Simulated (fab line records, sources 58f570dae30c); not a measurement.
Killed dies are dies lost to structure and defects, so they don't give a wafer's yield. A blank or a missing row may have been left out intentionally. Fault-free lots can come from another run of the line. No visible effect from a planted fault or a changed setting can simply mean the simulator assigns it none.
The tool behind it: which one? / flow berkeley cmos170 / 14 lots with 42 wafers sampled at 4 steps, on a route of 331 steps

## WHAT THE GAUGES READ, wafer by wafer
UCB170_M2_CD_MEAS_90: target cd 700 nm.
lot=L791; measured=day 7 04:41; on=cd sem-02; cd nm (nm)=702.0 703.3 702.1
lot=L792; measured=day 7 07:53; on=cd sem-01; cd nm (nm)=701.9 701.4 701.1
lot=L793; measured=day 7 23:50; on=cd sem-02; cd nm (nm)=702.5 700.3 704.2
lot=L794; measured=day 8 00:26; on=cd sem-02; cd nm (nm)=699.8 701.1 696.7
lot=L800; measured=day 9 03:02; on=cd sem-02; cd nm (nm)=702.8 702.8 700.3
lot=L801; measured=day 9 07:14; on=cd sem-01; cd nm (nm)=705.9 703.8 704.5
lot=L803; measured=day 9 21:08; on=cd sem-01; cd nm (nm)=697.9 697.8 696.8
lot=L802; measured=day 9 19:50; on=cd sem-01; cd nm (nm)=699.1 698.9 698.0
lot=L808; measured=day 11 05:17; on=cd sem-02; cd nm (nm)=700.1 702.9 699.2
lot=L809; measured=day 11 10:23; on=cd sem-02; cd nm (nm)=704.3 700.3 704.2
lot=L811; measured=day 11 13:41; on=cd sem-01; cd nm (nm)=701.4 702.7 700.3
lot=L812; measured=day 11 14:43; on=cd sem-02; cd nm (nm)=699.1 702.2 700.2
lot=L813; measured=day 12 01:49; on=cd sem-01; cd nm (nm)=696.1 697.3 702.4
lot=L814; measured=day 12 16:58; on=cd sem-01; cd nm (nm)=701.8 698.3 697.8

UCB170_V2_CD_MEAS_12: target cd 700 nm.
lot=L791; measured=day 7 06:41; on=cd sem-01; cd nm (nm)=699.8 698.8 699.5
lot=L792; measured=day 7 11:07; on=cd sem-01; cd nm (nm)=701.5 700.6 700.9
lot=L793; measured=day 8 01:56; on=cd sem-02; cd nm (nm)=698.6 699.8 700.2
lot=L794; measured=day 8 02:55; on=cd sem-02; cd nm (nm)=699.8 699.2 699.3
lot=L800; measured=day 9 05:00; on=cd sem-01; cd nm (nm)=699.4 699.2 698.7
lot=L801; measured=day 9 09:06; on=cd sem-02; cd nm (nm)=702.2 701.1 700.8
lot=L803; measured=day 10 01:37; on=cd sem-02; cd nm (nm)=699.3 699.2 699.2
lot=L802; measured=day 9 21:55; on=cd sem-01; cd nm (nm)=701.0 700.7 701.2
lot=L808; measured=day 11 07:27; on=cd sem-01; cd nm (nm)=700.0 700.6 699.3
lot=L809; measured=day 11 12:20; on=cd sem-01; cd nm (nm)=698.4 699.4 697.8
lot=L811; measured=day 11 15:54; on=cd sem-01; cd nm (nm)=697.7 698.3 697.9
lot=L812; measured=day 11 16:40; on=cd sem-01; cd nm (nm)=699.3 699.2 700.3
lot=L813; measured=day 12 03:55; on=cd sem-01; cd nm (nm)=702.2 702.3 700.8
lot=L814; measured=day 12 19:17; on=cd sem-01; cd nm (nm)=702.4 701.4 700.4

## WHICH TOOL RAN EACH LOT (tool, then ch and the chambers of the sampled wafers, then the start)
lot=L791; UCB170_CONTACT_STRIP_06=plasma asher-03 ch 0,1, day 6 14:40; UCB170_M2_COAT_09=litho track-01 ch 0, day 7 03:22
lot=L792; UCB170_CONTACT_STRIP_06=plasma asher-01 ch 0,1, day 6 19:01; UCB170_M2_COAT_09=litho track-02 ch 0, day 7 06:29
lot=L793; UCB170_CONTACT_STRIP_06=plasma asher-02 ch 0,1, day 7 07:44; UCB170_M2_COAT_09=litho track-01 ch 0, day 7 22:04
lot=L794; UCB170_CONTACT_STRIP_06=plasma asher-03 ch 0,1, day 7 07:44; UCB170_M2_COAT_09=litho track-04 ch 0, day 7 22:55
lot=L800; UCB170_CONTACT_STRIP_06=plasma asher-02 ch 0,1, day 8 10:21; UCB170_M2_COAT_09=litho track-02 ch 0, day 9 01:35
lot=L801; UCB170_CONTACT_STRIP_06=plasma asher-02 ch 0,1, day 8 16:34; UCB170_M2_COAT_09=litho track-01 ch 0, day 9 05:48
lot=L803; UCB170_CONTACT_STRIP_06=plasma asher-01 ch 0,1, day 9 00:59; UCB170_M2_COAT_09=litho track-04 ch 0, day 9 19:20
lot=L802; UCB170_CONTACT_STRIP_06=plasma asher-02 ch 0,1, day 9 02:53; UCB170_M2_COAT_09=litho track-01 ch 0, day 9 18:14
lot=L808; UCB170_CONTACT_STRIP_06=plasma asher-02 ch 0,1, day 10 16:05; UCB170_M2_COAT_09=litho track-02 ch 0, day 11 03:40
lot=L809; UCB170_CONTACT_STRIP_06=plasma asher-03 ch 0,1, day 10 17:20; UCB170_M2_COAT_09=litho track-02 ch 0, day 11 09:04
lot=L811; UCB170_CONTACT_STRIP_06=plasma asher-02 ch 0,1, day 11 01:28; UCB170_M2_COAT_09=litho track-02 ch 0, day 11 12:08
lot=L812; UCB170_CONTACT_STRIP_06=plasma asher-01 ch 0,1, day 11 01:52; UCB170_M2_COAT_09=litho track-02 ch 0, day 11 13:02
lot=L813; UCB170_CONTACT_STRIP_06=plasma asher-03 ch 0,1, day 11 12:46; UCB170_M2_COAT_09=litho track-01 ch 0, day 12 00:22
lot=L814; UCB170_CONTACT_STRIP_06=plasma asher-01 ch 0,1, day 12 02:16; UCB170_M2_COAT_09=litho track-01 ch 0, day 12 15:20
- UCB170_CONTACT_STRIP_06: strips in O2.
- UCB170_M2_COAT_09

## WHAT THE TOOLS THEMSELVES READ (means of the sampled wafers that have a number; where no wafer has one, the mark that the record gives instead)
UCB170_CONTACT_STRIP_06.
lot=L791; tool=plasma asher-03; drypump motor current A (A)=5.6; oes product au (a.u.)=0.733; strip time to endpoint s (s)=22.02
lot=L792; tool=plasma asher-01; drypump motor current A (A)=5.7; oes product au (a.u.)=0.733; strip time to endpoint s (s)=21.94
lot=L793; tool=plasma asher-02; drypump motor current A (A)=6.2; oes product au (a.u.)=0.736; strip time to endpoint s (s)=22.00
lot=L794; tool=plasma asher-03; drypump motor current A (A)=5.6; oes product au (a.u.)=0.733; strip time to endpoint s (s)=22.10
lot=L800; tool=plasma asher-02; drypump motor current A (A)=6.1; oes product au (a.u.)=0.739; strip time to endpoint s (s)=21.98
lot=L801; tool=plasma asher-02; drypump motor current A (A)=6.0; oes product au (a.u.)=0.739; strip time to endpoint s (s)=21.99
lot=L803; tool=plasma asher-01; drypump motor current A (A)=5.7; oes product au (a.u.)=0.737; strip time to endpoint s (s)=21.98
lot=L802; tool=plasma asher-02; drypump motor current A (A)=6.0; oes product au (a.u.)=0.735; strip time to endpoint s (s)=21.91
lot=L808; tool=plasma asher-02; drypump motor current A (A)=6.0; oes product au (a.u.)=0.734; strip time to endpoint s (s)=21.95
lot=L809; tool=plasma asher-03; drypump motor current A (A)=5.6; oes product au (a.u.)=0.734; strip time to endpoint s (s)=21.96
lot=L811; tool=plasma asher-02; drypump motor current A (A)=6.2; oes product au (a.u.)=0.732; strip time to endpoint s (s)=21.99
lot=L812; tool=plasma asher-01; drypump motor current A (A)=6.1; oes product au (a.u.)=0.734; strip time to endpoint s (s)=22.01
lot=L813; tool=plasma asher-03; drypump motor current A (A)=5.6; oes product au (a.u.)=0.737; strip time to endpoint s (s)=22.02
lot=L814; tool=plasma asher-01; drypump motor current A (A)=6.1; oes product au (a.u.)=0.734; strip time to endpoint s (s)=21.97

UCB170_M2_COAT_09.
lot=L791; tool=litho track-01; spin speed rpm (rpm)=2999.0
lot=L792; tool=litho track-02; spin speed rpm (rpm)=3000.8
lot=L793; tool=litho track-01; spin speed rpm (rpm)=3000.7
lot=L794; tool=litho track-04; spin speed rpm (rpm)=3001.3
lot=L800; tool=litho track-02; spin speed rpm (rpm)=2999.5
lot=L801; tool=litho track-01; spin speed rpm (rpm)=3119.7
lot=L803; tool=litho track-04; spin speed rpm (rpm)=3003.0
lot=L802; tool=litho track-01; spin speed rpm (rpm)=3118.3
lot=L808; tool=litho track-02; spin speed rpm (rpm)=3001.4
lot=L809; tool=litho track-02; spin speed rpm (rpm)=3001.7
lot=L811; tool=litho track-02; spin speed rpm (rpm)=3000.7
lot=L812; tool=litho track-02; spin speed rpm (rpm)=2998.6
lot=L813; tool=litho track-01; spin speed rpm (rpm)=3002.1
lot=L814; tool=litho track-01; spin speed rpm (rpm)=3000.6

## THE ANSWER, worked out from the rows above alone
Rule: the lots themselves supply what counts as usual. Put in order of their means at a reading, lots are off if they are a third of the lots or fewer, leave a main group of 4 or more, and stand apart from it by a gap of 3 or more times the standard deviation of the main group's means; of several such gaps the widest counts. If all means in a main group match to the digits the tables above print for the reading, that group is not used. Also off: a lot with no number at a reading for which 4 or more lots have one. Where the step has rows for the other lots, those lots are counted as sound. First the gauges in route order, then the tools' own readings, where a lot's mean is used as printed above. At the first step where some lot is off, the reading lying furthest off is the one used; lots without a number count as furthest.
Off: L801, L802 (UCB170_M2_COAT_09, spin speed rpm). Mean 3000.8 rpm and standard deviation 1.2 in the main group.
If a tool, at that step or one of the process steps before it, ran each lot that is off and ran no sound lot following the first of them, it fits. Not one of the candidates tried fits.

## WHAT HAD BEEN PUT IN BY THE SIMULATOR
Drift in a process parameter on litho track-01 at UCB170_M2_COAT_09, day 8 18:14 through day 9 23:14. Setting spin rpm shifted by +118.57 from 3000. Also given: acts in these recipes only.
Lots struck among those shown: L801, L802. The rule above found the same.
